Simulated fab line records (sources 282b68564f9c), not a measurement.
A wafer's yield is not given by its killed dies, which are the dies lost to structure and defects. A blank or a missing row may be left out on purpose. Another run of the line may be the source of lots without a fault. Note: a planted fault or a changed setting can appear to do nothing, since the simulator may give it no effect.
One fault through the eyes of 2 desks    flow rit cmos    numbers are kept per desk, each desk with only its own; the story behind them comes last

== THE METROLOGY DESK ==
What the gauges read, lot by lot, whatever tool the lot ran on: means of the sampled wafers that have a number. Marked OUT: a lot whose mean sits more than 4 standard deviations from the usual mean, which makes it out of limits; the brackets give that distance.
Columns: A = PSD_TW at RIT_PSD_TW_MEAS_10, usual 3413; B = PSD_RS at RIT_SDANNEAL_RS_MEAS_04, usual 115.89 ohm/sq
lot   first seen here  A                B
L322  day 3 05:53      3394             115.85
L323  day 3 12:51      3444             115.95
L324  day 3 16:21      3389             115.92
L325  day 3 19:35      3389             115.41
L326  day 4 09:00      3385             115.49
L327  day 4 14:47      3452             115.96
L328  day 4 14:49      3371             116.09
L329  day 4 18:13      3486             108.66 (-26) OUT
L330  day 5 04:09      3363             115.94
L334  day 5 17:38      3452             115.99
L337  day 6 08:38      3577 (+5.0) OUT  108.48 (-26) OUT
L339  day 6 20:39      3414             115.84
L340  day 7 01:28      3399             115.57
L341  day 7 07:17      3414             115.93
This desk finds L329, L337 out of limits, with the earliest case on L329 at day 4 18:42 (PSD_RS at RIT_SDANNEAL_RS_MEAS_04). Within limits: L322, L323, L324, L325, L326, L327, L328, L330, L334, L339, L340, L341.

== THE TOOL OWNER'S DESK: implanter-02 ==
For each lot that ran on this tool, the mean over its sampled wafers that have a number, from the tool's own readings at RIT_PSD_IMPLANT_08. Marked OUT: a lot whose mean sits more than 4 standard deviations from the usual mean, which makes it out of limits; the brackets give that distance.
Columns: A = beam energy keV at RIT_PSD_IMPLANT_08, usual 26.999; B = end station pressure torr at RIT_PSD_IMPLANT_08, usual 1.35e-05 Torr
lot   first seen here  A                         B
L323  day 3 12:32      27.000                    1.36e-05
L324  day 3 16:01      26.997                    1.33e-05
L325  day 3 19:16      27.004                    1.34e-05
L326  day 4 08:40      26.990                    1.36e-05
L327  day 4 14:26      26.988                    1.38e-05
L329  day 4 17:54      30.505 (+99 or more) OUT  1.34e-05
L337  day 6 08:19      30.502 (+99 or more) OUT  1.31e-05
This desk's verdict: out of limits on L329, L337, starting with L329 at day 4 17:54 (beam energy keV at RIT_PSD_IMPLANT_08). Within limits: L323, L324, L325, L326, L327.

== PUT TOGETHER ==
At day 4 17:54, on L329, L337, the tool owner's desk was in a position to raise an alarm.
L329, L337 would have let the metrology desk raise an alarm at day 4 18:42.
On implanter-02, each named lot ran RIT_PSD_IMPLANT_08.

== WHAT HAD BEEN PUT IN BY THE SIMULATOR ==
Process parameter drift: implanter-02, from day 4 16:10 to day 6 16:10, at RIT_PSD_IMPLANT_08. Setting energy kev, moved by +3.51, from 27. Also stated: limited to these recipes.
Lots struck among those shown: L329, L337.
Fault start to first reading out of limits, in hours, per desk: tool owner, 2; metrology, 3.
